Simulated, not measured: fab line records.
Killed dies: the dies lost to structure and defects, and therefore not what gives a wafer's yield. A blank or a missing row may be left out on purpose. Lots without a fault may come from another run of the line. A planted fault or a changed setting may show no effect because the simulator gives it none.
A struck lot beside a sound one / flow rit-cmos / 15 out of 202 route steps
Sound: these wafers, L235.1, L235.3, L235.4. Wafers L223.3, L223.5, L223.6 were the ones struck. At the end, the cause is stated.
Per side, at each step with rows, come the tool, then ch with its chambers, and then its first start. Under that, the readings that differ: sound wafers / struck wafers / difference of the means / sigmas: that difference in standard deviations of wafers without a fault.
alike: readings whose means differ by less than 2 such deviations, and words and numbers that are the same on both sides. not compared: withheld readings, readings that some wafer has no value for, bounds like >300 that may hide the same value, and numbers for which the record gives no deviation and whose values overlap.
The two part at a step that has a row with sigmas, a row that says differs or no value, or rows on one side only. When numbers do not overlap yet have no deviation, they are printed without sigmas and do not part them. A reading missing from all wafers of one side parts the sides only when that side holds two or more wafers.

RIT_SDANNEAL_RS_MEAS_07: a four-point-probe measurement.
  struck on film-metro-01, day 4 09:04; sound on film-metro-03, day 6 17:41
  alike: NLDD_RS
then, 1 step without rows for these wafers: RIT_SILICIDE_WET_ETCH_00 (etches SiO2 in BOE, target depth 14 nm, time 15 s).
RIT_SILICIDE_SPUTTER_01: material Ti, target thk 30 nm, time 240 s.
  struck on pvd-sputter-01, day 4 09:10; sound on pvd-sputter-04, day 6 17:49
  alike: cathode-dc-power-W, throttle-valve-pct
RIT_SILICIDE_RS_MEAS_02: a four-point-probe measurement.
  struck on film-metro-04, day 4 09:21; sound on film-metro-04, day 6 17:58
  alike: SILICIDE_TI_RS
RIT_SILICIDE_THK_MEAS_03: measures by xrf.
  struck on film-metro-04, day 4 09:27; sound on film-metro-04, day 6 18:05
  alike: SILICIDE_TI_THK
RIT_SILICIDE_RTA_04: time 10 s, ramp up 5 s, ramp down 5 s.
  sound on rtp-anneal-01 ch 0, day 6 18:09; struck on rtp-anneal-01 ch 0, day 4 09:31
  alike: wafer_temp_C_max
then, 1 step without rows for these wafers: RIT_SILICIDE_WET_ETCH_05 (etches Ti in SPM, time 120 s).
RIT_SILICIDE_RTA_06: time 10 s, ramp up 5 s, ramp down 10 s.
  sound on rtp-anneal-02 ch 0, day 6 18:16; struck on rtp-anneal-02 ch 0, day 4 09:37
  alike: wafer_temp_C_max
RIT_CONTACT_CVD_00: deposits SiO2 from TEOS, target thk 400 nm, time 61 s.
  sound on pecvd-02 ch 1,2, day 6 18:20; struck on pecvd-02 ch 0,1,2, day 4 09:40
  alike: heater-power-w
RIT_CONTACT_THK_MEAS_01:
  struck on film-metro-01, day 4 09:44; sound on film-metro-04, day 6 18:23
  alike: CONTACT_TEOS_THK
then, 2 steps without rows for these wafers: RIT_CONTACT_HMDS_02 (prime time 60 s); RIT_CONTACT_COAT_03 (resist thk 1000 nm).
RIT_CONTACT_SOFTBAKE_04: time 60 s.
  sound on litho-track-03 ch 0, day 6 18:44; struck on litho-track-01 ch 0, day 4 10:07
reading=heater-power-total-W (W); sound=34.61 34.50 34.48; struck=35.55 35.51 35.50; difference=+0.99; sigmas=+19
reading=plate-temp-C (C); sound=90.24 90.03 89.91; struck=91.78 91.79 91.73; difference=+1.71; sigmas=+16
  alike: exhaust-pa
then, 1 step without rows for these wafers: RIT_CONTACT_EXPOSE_05 (exposes mask M11, target cd 1000 nm).
RIT_M1_PROBE_99:
  struck on prober-02, day 4 16:08; sound on prober-01, day 7 00:34
  alike: killed-at-contacts, killed-at-front-end, killed-dies, killed-open, killed-short

## WHERE THEY PART
RIT_CONTACT_SOFTBAKE_04 only, going by this record. Later steps at which nothing parts them and some readings are alike: RIT_M1_PROBE_99.

WHY: whatever the simulator had introduced
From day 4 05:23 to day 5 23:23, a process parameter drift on litho-track-01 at RIT_CONTACT_SOFTBAKE_04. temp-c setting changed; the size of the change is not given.
